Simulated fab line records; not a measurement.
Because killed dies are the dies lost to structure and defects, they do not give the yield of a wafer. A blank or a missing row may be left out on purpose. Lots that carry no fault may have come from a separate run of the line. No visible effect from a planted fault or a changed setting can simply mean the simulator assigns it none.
Code-filled problem report in 8D (eight disciplines) form :: flow berkeley-cmos170 :: the parts of the form that need people (team, actions taken, sign-off) are left out

1. WHAT IS WRONG
SPACER_TEOS_THK at UCB170_SPACER_THK_MEAS_01 reads a mean of 418 nm on 2 wafers of 2 lots; wafers without a fault read 376 nm with a standard deviation of 4.4. Measured from the usual mean, that is +9.4 standard deviations.
Seen first at day 9 19:37 on film-metro-02, wafer L685.1. At this step, 40 wafers from 14 lots have a number in the record. Rule for "out" (also "out of limits"): further than 4 standard deviations from the usual mean. Any other wafer with a number is counted as sound.

2. WHAT IT IS; WHAT IT IS NOT
question: which readings at this step
is: SPACER_TEOS_THK
is not: -

question: which lots
is: L685, L687
is not: L673, L674, L675, L676, L681, L682, L688, L689, L690, L691, L693, L696

question: which wafers of those lots
is: L685.1, L687.3
is not: L687.1, L687.6

question: read on which gauges
is: film-metro-02, film-metro-04
is not: film-metro-01

question: when
is: from day 9 19:37
is not: up to then (18 sound wafers); but 20 sound wafers of L687, L688, L689, L690, L691, L693, L696 came after

3. THE SUSPECTS, EACH WITH WHAT RULES IT OUT
Counting: any tool at a process step up to the reading remains a suspect provided it ran every lot that is out. Sound lots after the first of them don't rule it out here, since some wafers of a struck lot are sound.
- the gauge at UCB170_SPACER_THK_MEAS_01 has been ruled out. The wafers that are out were read on 2 gauges (film-metro-02, film-metro-04).
- pecvd-02 at UCB170_SPACER_CVD_00 (deposits SiO2 from TEOS/O2, target thk 376 nm, time 47 s): kept. Ran every lot that is out, first one L685 (day 9 19:34); last sound lot up to then L681 (day 8 21:46). Out on those wafers are its own readings of rf-fwd-power-W.
- Within pecvd-02 at UCB170_SPACER_CVD_00, the wafers that are out were processed in chamber 0 and their sound lot-mates in chamber 2.
The count leaves pecvd-02 at UCB170_SPACER_CVD_00.

4. THE CAUSE (what the simulator had put in)
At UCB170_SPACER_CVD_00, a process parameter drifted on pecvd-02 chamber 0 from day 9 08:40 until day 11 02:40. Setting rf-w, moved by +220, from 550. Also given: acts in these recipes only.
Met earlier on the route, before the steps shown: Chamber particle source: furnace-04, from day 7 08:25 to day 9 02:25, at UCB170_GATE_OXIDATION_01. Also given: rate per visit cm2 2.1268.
Counting left only this tool.

5. THE EFFECT CHAIN, in route order
Each row: a reading whose mean over the struck wafers that have a number lies more than 3 standard deviations from the usual. Only readings whose record carries a usual standard deviation are examined. hours: median over the lots of the time between each lot's start at the first step of this table that gives one and its start at this step. sigmas: the change, counted in usual standard deviations.
hours: 0
step: UCB170_SPACER_CVD_00
reading: heater-power-w
usual: 281 W
on struck wafers: 118
change: -164
sigmas: -3.1

hours: 0
step: UCB170_SPACER_CVD_00
reading: rf-fwd-power-W
usual: 544.7 W
on struck wafers: 766.6
change: +221.9
sigmas: +99 or more

hours: 0
step: UCB170_SPACER_THK_MEAS_01
reading: SPACER_TEOS_THK
usual: 376 nm
on struck wafers: 418
change: +42
sigmas: +9.4

hours: 6
step: UCB170_SPACER_ETCHBACK_03
reading: oes-product-au
usual: 0.897 a.u.
on struck wafers: 0.956
change: +0.059
sigmas: +3.5
Process steps it contains:
- UCB170_SPACER_CVD_00: deposits SiO2 from TEOS/O2, target thk 376 nm, time 47 s.
- UCB170_SPACER_ETCHBACK_03: etches SiO2 in CHF3/CF4/Ar, stops on Si, target depth 376 nm, time 100 s.
Later measuring or inspecting steps at which every struck wafer that the step has a row for has a number for every such reading, and none has moved that far: UCB170_V1_OVL_MEAS_13.

6. HOW IT WOULD HAVE BEEN CAUGHT EARLIER
11 hours passed between the start of the fault at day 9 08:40 and the first reading out of limits at a measuring or inspecting step in this record, taken at day 9 19:37.
Tool's own readings at UCB170_SPACER_CVD_00, rf-fwd-power-W: out on all struck wafers the step has rows for; an alarm limit on them would have tripped on the first.
Of the lots that are out (2), L687 began UCB170_SPACER_CVD_00 on pecvd-02 after day 9 19:37. Holding the tool at that time would have saved it.
